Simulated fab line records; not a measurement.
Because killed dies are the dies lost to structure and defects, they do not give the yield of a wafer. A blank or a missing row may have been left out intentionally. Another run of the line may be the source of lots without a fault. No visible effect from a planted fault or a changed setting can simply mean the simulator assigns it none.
2 desks looking at one fault -- flow berkeley cmos170 -- numbers are kept per desk, each desk with only its own; the story behind them comes last

== DESK OF THE TOOL OWNER: implanter-04 ==
The tool's own readings at UCB170_NLDD_IMPLANT_09: means of the sampled wafers that have a number, for each lot that ran on this tool. The brackets show how far a lot's mean lies from the usual mean; more than 4 standard deviations puts the lot out of limits, marked OUT.
Columns: A = dose ions cm2 at UCB170_NLDD_IMPLANT_09, usual 5e+13; B = faraday current uA at UCB170_NLDD_IMPLANT_09, usual 159
lot,first seen here,A,B
L166,day 8 10:01,5e+13,159
L164,day 8 10:38,5e+13,157
L171,day 9 00:20,5e+13,158
L173,day 9 08:44,5e+13,157
L177,day 10 12:53,5e+13 (+77) OUT,168
L179,day 11 07:02,5e+13 (+77) OUT,173 (+4.6) OUT
Finding of this desk: L177, L179 out of limits; the first was L177 at day 10 12:53, on dose ions cm2 at UCB170_NLDD_IMPLANT_09. In limits: L166, L164, L171, L173.

== METROLOGY DESK ==
Lot by lot, what the gauges showed, no matter which tool ran the lot: averages of those sampled wafers that carry a number. The brackets show how far a lot's mean lies from the usual mean; more than 4 standard deviations puts the lot out of limits, marked OUT.
Columns: A = PVT_TW at UCB170_PVT_TW_MEAS_09, usual 505; B = cd nm at UCB170_GATE_CD_MEAS_12, usual 350.1 nm; C = cd nm at UCB170_NLDD_CD_MEAS_06, usual 1200.5 nm; D = NLDD_RS at UCB170_SDANNEAL_RS_MEAS_05, usual 616.7 ohm/sq
lot,first seen here,A,B,C,D
L163,day 6 03:36,510,350.5,1199.4,616.7
L164,day 7 11:07,505,348.7,1202.3,614.2
L167,day 7 11:33,505,349.4,1200.7,617.9
L166,day 7 11:50,501,348.4,1197.7,615.9
L170,day 7 21:29,505,350.9,1200.4,617.5
L171,day 8 04:35,509,349.9,1201.5,617.2
L173,day 8 13:55,507,350.3,1200.0,615.1
L176,day 9 00:14,494,349.0,1199.8,615.2
L177,day 9 18:51,495,353.3,1201.3,602.6 (-7.8) OUT
L178,day 9 18:59,510,348.3,1200.9,618.0
L179,day 10 03:37,505,351.0,1201.5,600.2 (-9.2) OUT
L180,day 10 03:37,505,351.0,1199.0,614.6
L184,day 11 17:39,495,350.8,1200.9,619.0
L186,day 12 04:28,509,348.3,1200.3,617.6
This desk reports L177, L179 out of limits; the earliest was L177 at day 11 06:17 (NLDD_RS at UCB170_SDANNEAL_RS_MEAS_05). In limits: L163, L164, L167, L166, L170, L171, L173, L176, L178, L180, L184, L186.

== BROUGHT TOGETHER ==
On L177, L179, at day 10 12:53, an alarm was possible from the tool owner's desk.
On L177, L179, the metrology desk was in a position to raise an alarm at day 11 06:17.
UCB170_NLDD_IMPLANT_09 was run on implanter-04 by each of the lots named.

== WHAT THE SIMULATOR HAD INSERTED ==
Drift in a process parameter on implanter-04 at UCB170_NLDD_IMPLANT_09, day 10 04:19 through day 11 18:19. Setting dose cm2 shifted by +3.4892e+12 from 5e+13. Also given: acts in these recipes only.
Struck lots among those shown: L177, L179.
Time in hours from fault onset to the first out-of-limits reading at each desk: tool owner's desk 9, metrology desk 26.
